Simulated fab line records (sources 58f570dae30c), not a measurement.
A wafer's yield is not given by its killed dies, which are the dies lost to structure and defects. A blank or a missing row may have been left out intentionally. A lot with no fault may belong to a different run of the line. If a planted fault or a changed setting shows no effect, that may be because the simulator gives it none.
Code-filled problem report in 8D (eight disciplines) form :: flow berkeley_cmos170 :: the parts of the form that need people (team, actions taken, sign-off) are left out

## 1. PROBLEM STATEMENT
NSD_TW at UCB170_NSD_TW_MEAS_10 reads a mean of 3167 on 6 wafers of 2 lots; wafers without a fault read 4162 with a standard deviation of 56. Measured from the usual mean, that is -18 standard deviations.
First observed at day 9 15:41: wafer L840.2, on film_metro-01. Wafers with a number at this step in the record: 42, from 14 lots. By rule, "out" or "out of limits" means more than 4 standard deviations away from the usual mean. The other wafers with a number count as sound.

## 2. WHAT THIS IS AND IS NOT
question: which readings at this step
is: NSD_TW
is not: -

question: which lots
is: L839, L840
is not: L832, L833, L834, L835, L842, L844, L846, L848, L850, L852, L854, L855

question: which wafers of those lots
is: all that have a number
is not: -

question: read on which gauges
is: film_metro-01
is not: film_metro-02, film_metro-03

question: when
is: from day 9 15:41
is not: up to then (12 sound wafers); but 24 sound wafers of L842, L844, L846, L848, L850, L852, L854, L855 came after

## 3. THE SUSPECTS, EACH WITH WHAT RULES IT OUT
Counting: any tool at a process step up to the reading is kept as a suspect provided that every lot that is out went through it and no sound lot did after the first of them.
- the gauge at UCB170_NSD_TW_MEAS_10: ruled out. All the wafers that are out were read on film_metro-01, but those of them that UCB170_NSD_IMPLANT_08 has rows for are out there too, on other tools.
- implanter-02 at UCB170_NSD_IMPLANT_08: ruled out as a lasting fault. Sound lots L855 ran on it after its first lot that is out, L840 (day 9 15:26).
Left after counting: nothing in the record.

## 4. THE CAUSE (what the simulator had put in)
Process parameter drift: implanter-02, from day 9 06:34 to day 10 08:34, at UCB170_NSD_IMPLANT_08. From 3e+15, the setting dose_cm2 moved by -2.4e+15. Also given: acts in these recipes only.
Counting ruled it out, wrongly: the rule takes a fault to strike every lot that its tool runs from its start on, and this one did not.

## 5. THE CHAIN OF EFFECTS, in route order
Each row: a reading where the mean over the struck wafers with a number is more than 3 standard deviations away from the usual. Readings are gone through only where the record gives a usual standard deviation; hours: the median, over the lots, of the time from a lot's start at the first step in this table giving one to that lot's start at this step; sigmas: the change measured in usual standard deviations.
hours: 0
step: UCB170_NSD_IMPLANT_08
reading: dose_ions_cm2
usual: 3e+15
on struck wafers: 6e+14
change: -2e+15
sigmas: -99 or more

hours: 0
step: UCB170_NSD_IMPLANT_08
reading: end_station_pressure_torr
usual: 1.26e-05 Torr
on struck wafers: 6.63e-06
change: -5.97e-06
sigmas: -9.6

hours: 0
step: UCB170_NSD_IMPLANT_08
reading: faraday_current_uA
usual: 9266
on struck wafers: 1889
change: -7377
sigmas: -39

hours: 0
step: UCB170_NSD_STRIP_09
reading: oes_product_au
usual: 0.534 a.u.
on struck wafers: 0.701
change: +0.167
sigmas: +36

hours: 0
step: UCB170_NSD_STRIP_09
reading: strip_time_to_endpoint_s
usual: 35.83 s
on struck wafers: 23.05
change: -12.78
sigmas: -99 or more

hours: 0
step: UCB170_NSD_TW_MEAS_10
reading: NSD_TW
usual: 4162
on struck wafers: 3167
change: -995
sigmas: -18

hours: 3
step: UCB170_SDANNEAL_RS_MEAS_03
reading: NSD_RS
usual: 37.24 ohm/sq
on struck wafers: 119.94
change: +82.69
sigmas: +99 or more
Process steps it contains:
- UCB170_NSD_IMPLANT_08
- UCB170_NSD_STRIP_09: strips in O2.
Later steps that measure or inspect, where all struck wafers having a row at the step show a number for every such reading and not one has moved that far: UCB170_SDANNEAL_RS_MEAS_02.

## 6. HOW IT WOULD HAVE BEEN CAUGHT EARLIER
Counted from the fault's start at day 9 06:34, it took 9 hours until the first out-of-limits reading at a measuring or inspecting step in this record, taken at day 9 15:41.
At UCB170_NSD_IMPLANT_08, the tool's own readings (dose_ions_cm2, end_station_pressure_torr, faraday_current_uA) were out on each struck wafer the step has a row for, so an alarm limit on them would have fired on the first such wafer.
